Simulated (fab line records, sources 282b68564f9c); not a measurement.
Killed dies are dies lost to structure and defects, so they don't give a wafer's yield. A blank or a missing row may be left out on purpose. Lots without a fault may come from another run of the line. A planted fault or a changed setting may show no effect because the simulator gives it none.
fab line records | flow rit_cmos
record lots=5 wafers=23
route steps=202 shown M1@197
start_h: hours from the record's first day to the start of the lot's first wafer shown | wait_h: hours since the lot's step before | " the same as in the row above | L1.1+2: a row that stands for several wafers | - no value, or no start given | * or withheld: withheld | < > ~ a bound
route shown NAME@n: a module of which the file shows steps, and the number in the route of the first | usual: mean/standard deviation of fault-free wafers | same: alike in all rows | chamber/n: place in a boat | sites: the reading at each site | _std_site: their standard deviation | _edge_site: outer sites' mean less inner sites' | radius_mm: how far each site lies from the wafer's centre | mask NAME#n: copy n | behind: the tool/chamber that last shaped the wafer | hold: why the lot was held/for how many hours/how that ended | device: the transistor (n, p or np) that didn't switch | end of line: the same wafers' tests at the end of the route | a step without rows: its recipe alone | killed: dies lost to structure and defects at the first sort, not the wafer's yield | map: a wafer's dies, x killed, . not, _ none there
set.NAME: the setting as run; set.NAME@STEP: as run at that earlier step | model.NAME: the simulator's own value behind a step, which no gauge read
lots whose settings were changed on purpose; a table a step, a row a wafer
## steps
# step RIT_M1_STRIP_13
# recipe chemistry=nmp resist=NOVOLAK temp_c=80 time_s=600 dry=n2_spin
# columns lot.wafer tool chamber start_h wait_h set.time_s
L074.1+2+3+5+6 - - - 0.1 627.3
L075.1+2+3+5+6 - - - 0.1 600
L077.1+2+3+4+5 - - - 0.1 558.4
L083.1+4+5 wet_bench-04 3 107.93 0.3 600
L085.1+2+4+5+6 - - - 0.1 633.8
# step RIT_M1_STRIP_14
# recipe chemistry=O2 time_s=180 platen_temp_c=withheld power_w=500 pressure_mtorr=4000 o2_flow_sccm=4000
# step RIT_M1_CD_MEAS_90
# recipe target_cd_nm=2600
# usual cd_nm=2600.5/2.5
# columns lot.wafer tool chamber start_h wait_h set.dose_mj@M1_EXPOSE_06 cd_nm
L074.1 cd_sem-01 - 61.03 0.1 250 2599.6
L074.2 " - " " 242.1 2611.3
L074.3 " - " " 250 2600.0
L074.5 " - " " 242.1 2606.2
L074.6 " - " " 250 2601.1
L075.1 cd_sem-02 - 67.91 0.1 250 2596.9
L075.2 " - " " 250 2597.8
L075.3 " - " " 231.7 2618.4
L075.5 " - " " 250 2598.7
L075.6 " - " " 231.7 2620.5
L077.1 cd_sem-01 - 74.49 0.1 264.8 2587.0
L077.2 " - " " 250 2597.7
L077.3 " - " " 250 2601.2
L077.4 " - " " 264.8 2586.0
L077.5 " - " " 264.8 2585.4
L083.1 cd_sem-01 - 108.28 0.1 250 2600.6
L083.4 " - " " 250 2600.5
L083.5 " - " " 250 2598.7
L085.1 cd_sem-01 - 117.91 0.1 250 2604.7
L085.2 " - " " 250 2603.0
L085.4 " - " " 250 2602.8
L085.5 " - " " 265.7 2584.3
L085.6 " - " " 265.7 2585.2
# step RIT_M1_ANNEAL_15
# recipe temp_c=450 time_s=1800 ambient=forming_gas_H2N2
# step RIT_M1_PROBE_99
# usual killed_at_contacts=0.1/0.36 killed_at_front_end=7/3.1 killed_dies=7/3.3 killed_open=3.8/2.5 killed_short=3.4/2.1
# same gross_dies=264 killed_at_M0_to_M3=0 killed_at_M4_up=0 killed_at_back_side=0 killed_at_other=0
# columns lot.wafer tool chamber start_h wait_h set.ox_time_s@FOX2_OXIDATION_00 set.dose_mj@GATE_EXPOSE_13 killed_at_contacts killed_at_front_end killed_dies killed_open killed_short model.etest.pmos_0p15.r_on_ohm_um model.etest.pmos_turned.r_on_ohm_um model.etest.pmos_0p3.r_on_ohm_um model.etest.nmos_0p15.r_on_ohm_um model.etest.nmos_0p15.drive_ua_um model.etest.pmos_0p15.drive_ua_um model.etest.nmos_0p3.r_on_ohm_um model.etest.nmos_turned.drive_ua_um
L074.1 prober-02 - 62.77 0.1 1181 380 0 3 3 2 1 - - - - - - - -
L074.2 prober-02 - 62.82 0.1 1181 380 0 6 6 2 4 - - - - - - - -
L074.3 prober-02 - 62.87 0.2 1181 365.3 0 11 11 4 5 - - - - - - - -
L074.5 prober-02 - 62.97 0.2 1181 365.3 0 15 15 7 2 - - - - - - - -
L074.6 prober-02 - 63.02 0.2 1181 380 0 3 3 3 0 - - - - - - - -
L075.1 prober-01 - 69.66 0.1 1218 380 0 2 2 2 0 3052 3762 7397 1143 403.8 215.3 2415 301
L075.2 prober-01 - 69.71 0.1 1218 369.4 0 7 7 6 1 3508 4169 7544 1314 337.8 181.1 2498 262.6
L075.3 prober-01 - 69.76 0.2 1218 380 1 15 16 12 4 3043 3730 7283 1226 400.2 218.6 2469 299.4
L075.5 prober-01 - 69.86 0.2 1218 380 0 8 8 5 3 2988 3674 7262 1151 407.2 220.9 2429 300.7
L075.6 prober-01 - 69.91 0.2 1218 369.4 0 4 4 2 2 3484 4230 7675 1344 346.2 184.2 2558 265
L077.1 prober-01 - 76.23 0.1 1027 380 0 8 8 4 4 2668 3328 5778 1106 509.8 278.6 2007 352.5
L077.2 prober-01 - 76.28 0.1 1027 380 1 13 14 7 7 2721 3320 5811 1116 506.3 275.4 2035 354
L077.3 prober-01 - 76.33 0.2 1027 407.4 0 249 249 1 1 1912 2559 5407 860.6 719.3 410.4 1892 462.7
L077.4 prober-01 - 76.38 0.2 1027 407.4 0 242 242 3 5 1912 2514 5371 865.7 708.7 410.9 1898 445.1
L077.5 prober-01 - 76.43 0.2 1027 407.4 0 254 254 5 2 1918 2523 5430 870 712 413.5 1906 457.9
L083.1 prober-01 - 110.02 0.1 1130 380 0 8 8 2 6 2704 3336 6328 1139 469.9 261 2176 330.6
L083.4 prober-01 - 110.17 0.2 1130 380 0 6 6 2 4 2752 3430 6420 1222 471.2 264.2 2263 326.6
L083.5 prober-01 - 110.22 0.2 1130 380 0 9 9 7 2 2706 3348 6322 1131 475.7 262.1 2176 332.1
L085.1 prober-01 - 119.65 0.1 1005 380 0 6 6 4 2 2668 3333 5503 1102 527.6 284.9 1939 359.8
L085.2 prober-01 - 119.70 0.1 1005 380 0 4 4 2 2 2672 3291 5596 1115 526.7 284.9 1979 360.8
L085.4 prober-01 - 119.80 0.2 1005 390.7 0 9 9 2 7 2457 3129 5478 1048 574.5 317.9 1934 372.2
L085.5 prober-01 - 119.85 0.2 1005 390.7 0 7 7 5 1 2460 3142 5479 1091 591.7 324.6 1964 380.7
L085.6 prober-01 - 119.90 0.2 1005 390.7 0 11 11 7 4 2307 2954 5394 971.6 610.7 332.4 1888 386.6
# killed by level:class
L074.1 SPACER:geometric_particle:open=2 FOX1:geometric_particle:short=1
L074.2 FOX2:geometric_particle:short=1 FOX2:geometric_particle:open=1 GATE:geometric_particle:open=1 GATE:geometric_particle:short=1 REOX:geometric_particle:short=1 SPACER:geometric_particle:short=1
L074.3 GATE:geometric_particle:open=4 GATE:geometric_particle:short=3 GATE:area_expose=2 FOX1:geometric_particle:short=1 REOX:geometric_particle:short=1
L074.5 GATE:area_expose=6 SILICIDE:geometric_particle:open=3 GATE:geometric_particle:open=2 SILICIDE:geometric_particle:short=2 FOX1:geometric_particle:open=1 FOX2:geometric_particle:open=1
L074.6 FOX1:geometric_particle:open=3
L075.1 FOX2:geometric_particle:open=1 GATE:geometric_particle:open=1
L075.2 GATE:geometric_particle:open=4 FOX2:geometric_particle:open=1 GATE:geometric_particle:short=1 SPACER:geometric_particle:open=1
L075.3 GATE:geometric_particle:open=5 GATE:geometric_particle:short=4 SPACER:geometric_particle:open=3 REOX:geometric_particle:open=2 SILICIDE:geometric_particle:open=1 CONTACT:geometric_particle:open=1
L075.5 GATE:geometric_particle:short=2 GATE:geometric_particle:open=2 REOX:geometric_particle:open=2 FOX2:geometric_particle:short=1 SPACER:geometric_particle:open=1
L075.6 GATE:geometric_particle:open=2 FOX2:geometric_particle:short=1 GATE:geometric_particle:short=1
L077.1 GATE:geometric_particle:open=2 GATE:geometric_particle:short=2 REOX:geometric_particle:open=2 FOX1:geometric_particle:short=1 SILICIDE:geometric_particle:short=1
L077.2 GATE:geometric_particle:short=4 GATE:geometric_particle:open=3 SPACER:geometric_particle:short=2 FOX1:geometric_particle:short=1 FOX2:geometric_particle:open=1 REOX:geometric_particle:open=1 SPACER:geometric_particle:open=1 CONTACT:geometric_particle:open=1
L077.3 GATE:area_expose=247 FOX2:geometric_particle:open=1 GATE:geometric_particle:short=1
L077.4 GATE:area_expose=234 FOX2:geometric_particle:short=2 GATE:geometric_particle:short=2 FOX1:geometric_particle:open=1 FOX2:geometric_particle:open=1 GATE:geometric_particle:open=1 SPACER:geometric_particle:short=1
L077.5 GATE:area_expose=247 REOX:geometric_particle:open=2 GATE:geometric_particle:open=2 FOX2:geometric_particle:short=1 GATE:geometric_particle:short=1 SPACER:geometric_particle:open=1
L083.1 GATE:geometric_particle:short=4 GATE:geometric_particle:open=2 FOX1:geometric_particle:short=1 SPACER:geometric_particle:short=1
L083.4 GATE:geometric_particle:short=2 SPACER:geometric_particle:short=2 SPACER:geometric_particle:open=2
L083.5 GATE:geometric_particle:open=4 SPACER:geometric_particle:short=2 REOX:geometric_particle:open=1 SPACER:geometric_particle:open=1 SILICIDE:geometric_particle:open=1
L085.1 GATE:geometric_particle:open=3 SILICIDE:geometric_particle:short=2 SILICIDE:geometric_particle:open=1
L085.2 GATE:geometric_particle:open=2 SPACER:geometric_particle:short=1 SILICIDE:geometric_particle:short=1
L085.4 FOX1:geometric_particle:short=3 GATE:geometric_particle:short=2 SPACER:geometric_particle:short=1 SPACER:geometric_particle:open=1 SILICIDE:geometric_particle:open=1 SILICIDE:geometric_particle:short=1
L085.5 GATE:geometric_particle:open=2 SPACER:geometric_particle:open=2 GATE:geometric_particle:short=1 SILICIDE:geometric_particle:open=1 GATE:area_expose=1
L085.6 SPACER:geometric_particle:open=4 FOX1:geometric_particle:open=2 SILICIDE:geometric_particle:short=2 GATE:geometric_particle:short=1 GATE:geometric_particle:open=1 SPACER:geometric_particle:short=1
## key
split step=RIT_M1_STRIP_13 setting=time_s stated=600 by=lot
response none clear
split outside_this_file step=RIT_FOX2_OXIDATION_00 setting=ox_time_s
split outside_this_file step=RIT_GATE_EXPOSE_13 setting=dose_mj
split outside_this_file step=RIT_M1_EXPOSE_06 setting=dose_mj
# split outside_this_file: this setting was split too, and the file shows its column; the key of that split is in another file
